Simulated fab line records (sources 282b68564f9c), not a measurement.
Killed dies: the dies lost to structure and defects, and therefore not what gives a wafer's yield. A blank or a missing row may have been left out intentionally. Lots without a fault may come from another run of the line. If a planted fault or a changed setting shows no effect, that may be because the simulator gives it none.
Which tool did it? -- flow rit_cmos -- 14 lots with 42 wafers sampled at 3 steps, on a route of 202 steps

## WHAT EACH GAUGE READ, for each wafer
RIT_NLDD_TW_MEAS_10. Usual: for NLDD_TW the level is 2461 and the standard deviation is 14.
lot,measured,on,NLDD_TW,flag
L705,day 2 17:25,film_metro-02,2467 2479 2468,
L706,day 2 22:22,film_metro-01,2465 2477 2472,
L707,day 3 04:46,film_metro-01,2463 2446 2454,
L708,day 3 09:30,film_metro-01,2437 2453 2463,
L710,day 3 19:17,film_metro-01,2456 2448 2437,
L714,day 4 15:11,film_metro-03,2463 2473 2477,
L715,day 4 20:01,film_metro-03,2491 2495 2492,
L716,day 5 00:22,film_metro-03,2460 2463 2459,
L717,day 5 06:41,film_metro-03,2468 2470 2468,
L718,day 5 11:11,film_metro-02,2462 2457 2464,
L719,day 5 17:02,film_metro-02,2401 2400 2405,OFF
L721,day 6 02:10,film_metro-02,2415 2414 2396,OFF
L727,day 7 09:13,film_metro-02,2459 2459 2453,
L728,day 7 15:42,film_metro-01,2457 2460 2457,

RIT_SDANNEAL_RS_MEAS_07: measurement is done with a four-point probe. Usual: for NLDD_RS the level is 151.7 ohm/sq and the standard deviation is 0.57.
lot,measured,on,NLDD_RS (ohm/sq),flag
L705,day 3 01:10,film_metro-01,152.2 151.7 151.9,
L706,day 3 06:14,film_metro-03,151.3 152.0 151.9,
L707,day 3 12:40,film_metro-02,151.1 151.2 151.9,
L708,day 3 17:34,film_metro-02,152.5 152.2 152.3,
L710,day 4 04:01,film_metro-03,151.3 151.6 151.4,
L714,day 4 23:17,film_metro-03,151.4 151.8 151.5,
L715,day 5 03:52,film_metro-03,150.8 151.1 151.2,
L716,day 5 08:37,film_metro-02,152.8 153.1 153.0,
L717,day 5 14:32,film_metro-03,150.6 151.4 151.3,
L718,day 5 20:01,film_metro-03,151.9 151.1 151.5,
L719,day 6 01:05,film_metro-02,162.5 162.7 163.0,OFF
L721,day 6 10:02,film_metro-03,160.4 160.5 160.9,OFF
L727,day 7 17:06,film_metro-02,151.6 151.4 151.1,
L728,day 7 23:28,film_metro-03,152.1 151.8 151.6,

## EACH LOT AND THE TOOL THAT RAN IT (in order: tool; ch and the chambers of the sampled wafers; start)
lot,RIT_NLDD_IMPLANT_08
L705,"implanter-03 ch 0, day 2 17:07"
L706,"implanter-04 ch 0, day 2 22:05"
L707,"implanter-03 ch 0, day 3 04:26"
L708,"implanter-04 ch 0, day 3 09:11"
L710,"implanter-04 ch 0, day 3 18:59"
L714,"implanter-03 ch 0, day 4 14:52"
L715,"implanter-04 ch 0, day 4 19:43"
L716,"implanter-04 ch 0, day 5 00:02"
L717,"implanter-03 ch 0, day 5 06:22"
L718,"implanter-02 ch 0, day 5 10:53"
L719,"implanter-04 ch 0, day 5 16:43"
L721,"implanter-04 ch 0, day 6 01:52"
L727,"implanter-02 ch 0, day 7 08:53"
L728,"implanter-03 ch 0, day 7 15:23"
- RIT_NLDD_IMPLANT_08

## AS READ BY THE TOOLS THEMSELVES (means over the sampled wafers that have a number; for cases with no such wafer, the mark the record gives instead)
RIT_NLDD_IMPLANT_08. Usual: dose_ions_cm2 5e+14, standard deviation 5.4e+11; end_station_pressure_torr 6.3e-06 Torr, standard deviation 3.1e-07; faraday_current_uA 1572, standard deviation 33.
lot,tool,dose_ions_cm2,end_station_pressure_torr (Torr),faraday_current_uA,flag
L705,implanter-03,5e+14,6.3e-06,1596,
L706,implanter-04,5e+14,6.6e-06,1599,
L707,implanter-03,5e+14,5.8e-06,1563,
L708,implanter-04,5e+14,6.3e-06,1523,
L710,implanter-04,5e+14,6.1e-06,1576,
L714,implanter-03,5e+14,6.5e-06,1596,
L715,implanter-04,5e+14,6.3e-06,1559,
L716,implanter-04,5e+14,6.3e-06,1591,
L717,implanter-03,5e+14,6.2e-06,1597,
L718,implanter-02,5e+14,6.4e-06,1617,
L719,implanter-04,5e+14,6.2e-06,1467,OFF
L721,implanter-04,5e+14,6.2e-06,1431,OFF
L727,implanter-02,5e+14,6.3e-06,1567,
L728,implanter-03,5e+14,6.6e-06,1566,

## THE ANSWER, worked out from the rows above alone
Rule: take the mean of a lot's wafers that have a number; if it is more than 3 standard deviations from the usual mean, the lot is off. Also off: a lot with no number at a reading for which 4 or more lots have one. The other lots that the step has rows for count as sound. First the gauges in route order, then the tools' own readings, where a lot's mean is used as printed above. The first step at which some lot is off is used, and at that step the reading that is off furthest; a lot without a number counts as furthest.
Off: at RIT_NLDD_TW_MEAS_10 (NLDD_TW), L719, L721.
If a tool, at a process step before that reading, ran all the lots that are off and no sound lot after the first of them, it fits. The gauges at RIT_NLDD_TW_MEAS_10 aren't tried: what is off there is off at RIT_NLDD_IMPLANT_08 too, on other tools, and a gauge's error can't cause that. One candidate fits, namely implanter-04 at RIT_NLDD_IMPLANT_08. A fault onset in the window from L716 (day 5 00:02, its last sound lot) to L719 (day 5 16:43, its first lot off) fits.
The tool's own readings at RIT_NLDD_IMPLANT_08 bear it out: on the lots that are off they differ by more than 5 times the standard deviation of the sound lots' means. faraday_current_uA reads 1449 there against 1579 on the sound lots.

## WHAT THE SIMULATOR PUT IN
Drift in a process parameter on implanter-04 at RIT_NLDD_IMPLANT_08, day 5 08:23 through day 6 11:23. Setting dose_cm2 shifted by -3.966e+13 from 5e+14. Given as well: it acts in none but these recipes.
Lots struck among those shown: L719, L721. The same result came from the rule above.
